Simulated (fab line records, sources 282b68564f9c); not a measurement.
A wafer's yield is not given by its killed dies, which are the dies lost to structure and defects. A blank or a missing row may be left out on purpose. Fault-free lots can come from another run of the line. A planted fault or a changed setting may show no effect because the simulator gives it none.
Which tool did it? / flow rit cmos / 14 lots, 42 wafers sampled, at 2 steps of a route of 202

WHAT THE GAUGES READ, wafer by wafer
No reading from a measuring or inspecting step in the record can be judged against a usual standard deviation.

WHICH TOOL RAN EACH LOT (tool, then ch and the chambers of the sampled wafers, then the start)
lot=L387; RIT_NLDD_STRIP_09=plasma asher-04 ch 0,1, day 3 04:31; RIT_M1_PROBE_99=prober-02, day 3 20:14
lot=L389; RIT_NLDD_STRIP_09=plasma asher-04 ch 0, day 3 06:31; RIT_M1_PROBE_99=prober-02, day 3 23:17
lot=L390; RIT_NLDD_STRIP_09=plasma asher-04 ch 0,1, day 3 17:35; RIT_M1_PROBE_99=prober-01, day 4 09:05
lot=L391; RIT_NLDD_STRIP_09=plasma asher-03 ch 0,1, day 3 19:39; RIT_M1_PROBE_99=prober-02, day 4 10:39
lot=L392; RIT_NLDD_STRIP_09=plasma asher-04 ch 0,1, day 4 00:52; RIT_M1_PROBE_99=prober-01, day 4 16:01
lot=L395; RIT_NLDD_STRIP_09=plasma asher-04 ch 0,1, day 4 12:49; RIT_M1_PROBE_99=prober-02, day 5 03:43
lot=L396; RIT_NLDD_STRIP_09=plasma asher-04 ch 0,1, day 4 22:07; RIT_M1_PROBE_99=prober-01, day 5 13:16
lot=L399; RIT_NLDD_STRIP_09=plasma asher-02 ch 0,1, day 5 11:29; RIT_M1_PROBE_99=prober-02, day 6 02:48
lot=L402; RIT_NLDD_STRIP_09=plasma asher-03 ch 0,1, day 6 09:51; RIT_M1_PROBE_99=prober-01, day 7 01:10
lot=L404; RIT_NLDD_STRIP_09=plasma asher-02 ch 0,1, day 7 00:17; RIT_M1_PROBE_99=prober-01, day 7 15:53
lot=L406; RIT_NLDD_STRIP_09=plasma asher-03 ch 0,1, day 7 15:51; RIT_M1_PROBE_99=prober-01, day 8 07:14
lot=L408; RIT_NLDD_STRIP_09=plasma asher-02 ch 0,1, day 7 21:19; RIT_M1_PROBE_99=prober-02, day 8 12:16
lot=L407; RIT_NLDD_STRIP_09=plasma asher-03 ch 1, day 7 21:30; RIT_M1_PROBE_99=prober-01, day 8 13:40
lot=L410; RIT_NLDD_STRIP_09=plasma asher-03 ch 0,1, day 8 12:05; RIT_M1_PROBE_99=prober-01, day 9 03:08
- RIT_NLDD_STRIP_09: strips in O2, time 180 s.
- RIT_M1_PROBE_99

WHAT THE TOOLS THEMSELVES READ (means of the sampled wafers that have a number; where no wafer has one, the mark that the record gives instead)
RIT_NLDD_STRIP_09. Usual: drypump motor current A 5.98 A, standard deviation 0.25; rf refl power W 7.2 W, standard deviation 1.1.
lot=L387; tool=plasma asher-04; drypump motor current A (A)=5.87; rf refl power W (W)=5.9; flag=
lot=L389; tool=plasma asher-04; drypump motor current A (A)=5.78; rf refl power W (W)=5.6; flag=
lot=L390; tool=plasma asher-04; drypump motor current A (A)=5.86; rf refl power W (W)=5.9; flag=
lot=L391; tool=plasma asher-03; drypump motor current A (A)=6.23; rf refl power W (W)=7.9; flag=
lot=L392; tool=plasma asher-04; drypump motor current A (A)=5.82; rf refl power W (W)=5.8; flag=
lot=L395; tool=plasma asher-04; drypump motor current A (A)=5.85; rf refl power W (W)=6.1; flag=
lot=L396; tool=plasma asher-04; drypump motor current A (A)=5.82; rf refl power W (W)=6.0; flag=
lot=L399; tool=plasma asher-02; drypump motor current A (A)=5.76; rf refl power W (W)=7.5; flag=
lot=L402; tool=plasma asher-03; drypump motor current A (A)=6.21; rf refl power W (W)=7.5; flag=
lot=L404; tool=plasma asher-02; drypump motor current A (A)=5.75; rf refl power W (W)=7.4; flag=
lot=L406; tool=plasma asher-03; drypump motor current A (A)=6.23; rf refl power W (W)=7.7; flag=
lot=L408; tool=plasma asher-02; drypump motor current A (A)=5.68; rf refl power W (W)=8.4; flag=
lot=L407; tool=plasma asher-03; drypump motor current A (A)=5.94; rf refl power W (W)=7.9; flag=
lot=L410; tool=plasma asher-03; drypump motor current A (A)=6.23; rf refl power W (W)=7.7; flag=

RIT_M1_PROBE_99. Usual: killed at contacts 0.0, standard deviation 0.22; killed at front end 6.6, standard deviation 2.7; killed dies 6.7, standard deviation 2.7; killed on rim 1.7, standard deviation 1.4; killed open 3.4, standard deviation 2; killed short 3.2, standard deviation 1.8.
lot=L387; tool=prober-02; killed at contacts=0.0; killed at front end=6.0; killed dies=6.0; killed on rim=0.0; killed open=2.3; killed short=3.7; flag=
lot=L389; tool=prober-02; killed at contacts=0.0; killed at front end=8.7; killed dies=8.7; killed on rim=2.3; killed open=5.3; killed short=3.3; flag=
lot=L390; tool=prober-01; killed at contacts=0.0; killed at front end=7.0; killed dies=7.0; killed on rim=2.0; killed open=4.3; killed short=2.7; flag=
lot=L391; tool=prober-02; killed at contacts=0.0; killed at front end=7.3; killed dies=7.3; killed on rim=1.3; killed open=4.0; killed short=3.3; flag=
lot=L392; tool=prober-01; killed at contacts=0.0; killed at front end=4.7; killed dies=4.7; killed on rim=0.7; killed open=2.0; killed short=2.7; flag=
lot=L395; tool=prober-02; killed at contacts=0.0; killed at front end=30.7; killed dies=30.7; killed on rim=7.7; killed open=3.0; killed short=2.3; flag=OFF
lot=L396; tool=prober-01; killed at contacts=0.0; killed at front end=28.3; killed dies=28.3; killed on rim=10.7; killed open=3.3; killed short=3.7; flag=OFF
lot=L399; tool=prober-02; killed at contacts=0.0; killed at front end=3.3; killed dies=3.3; killed on rim=1.0; killed open=2.0; killed short=1.3; flag=
lot=L402; tool=prober-01; killed at contacts=0.0; killed at front end=5.7; killed dies=5.7; killed on rim=0.7; killed open=2.0; killed short=3.3; flag=
lot=L404; tool=prober-01; killed at contacts=0.0; killed at front end=5.0; killed dies=5.0; killed on rim=1.0; killed open=2.3; killed short=2.7; flag=
lot=L406; tool=prober-01; killed at contacts=0.0; killed at front end=5.7; killed dies=5.7; killed on rim=1.0; killed open=2.0; killed short=3.7; flag=
lot=L408; tool=prober-02; killed at contacts=0.0; killed at front end=8.7; killed dies=8.7; killed on rim=2.7; killed open=3.0; killed short=5.7; flag=
lot=L407; tool=prober-01; killed at contacts=0.3; killed at front end=8.3; killed dies=8.7; killed on rim=1.3; killed open=4.7; killed short=4.0; flag=
lot=L410; tool=prober-01; killed at contacts=0.0; killed at front end=8.0; killed dies=8.0; killed on rim=0.7; killed open=4.7; killed short=3.3; flag=

THE ANSWER, worked out from the rows above alone
Rule: a lot is off if the mean of its wafers that have a number lies more than 3 standard deviations from the usual mean. Also off: a lot with no number at a reading for which 4 or more lots have one. Any other lot the step has rows for is counted as sound. The gauges are gone through in route order, then the tools' own readings, and for those a lot's mean is taken as printed above. At the first step where some lot is off, the reading lying furthest off is the one used; lots without a number count as furthest.
Off: L395, L396 (RIT_M1_PROBE_99, killed at front end).
If a tool, at that step or one of the process steps before it, ran each lot that is off and ran no sound lot following the first of them, it fits. One fits: plasma asher-04 at RIT_NLDD_STRIP_09. Its last sound lot is L392 (day 4 00:52), its first lot that is off L395 (day 4 12:49): a fault that began between those two fits.

WHAT HAD BEEN PUT IN BY THE SIMULATOR
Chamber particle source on plasma asher-04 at RIT_NLDD_STRIP_09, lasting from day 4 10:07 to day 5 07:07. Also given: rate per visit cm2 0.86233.
Struck lots among those shown: L395, L396. The rule above reached the same finding.
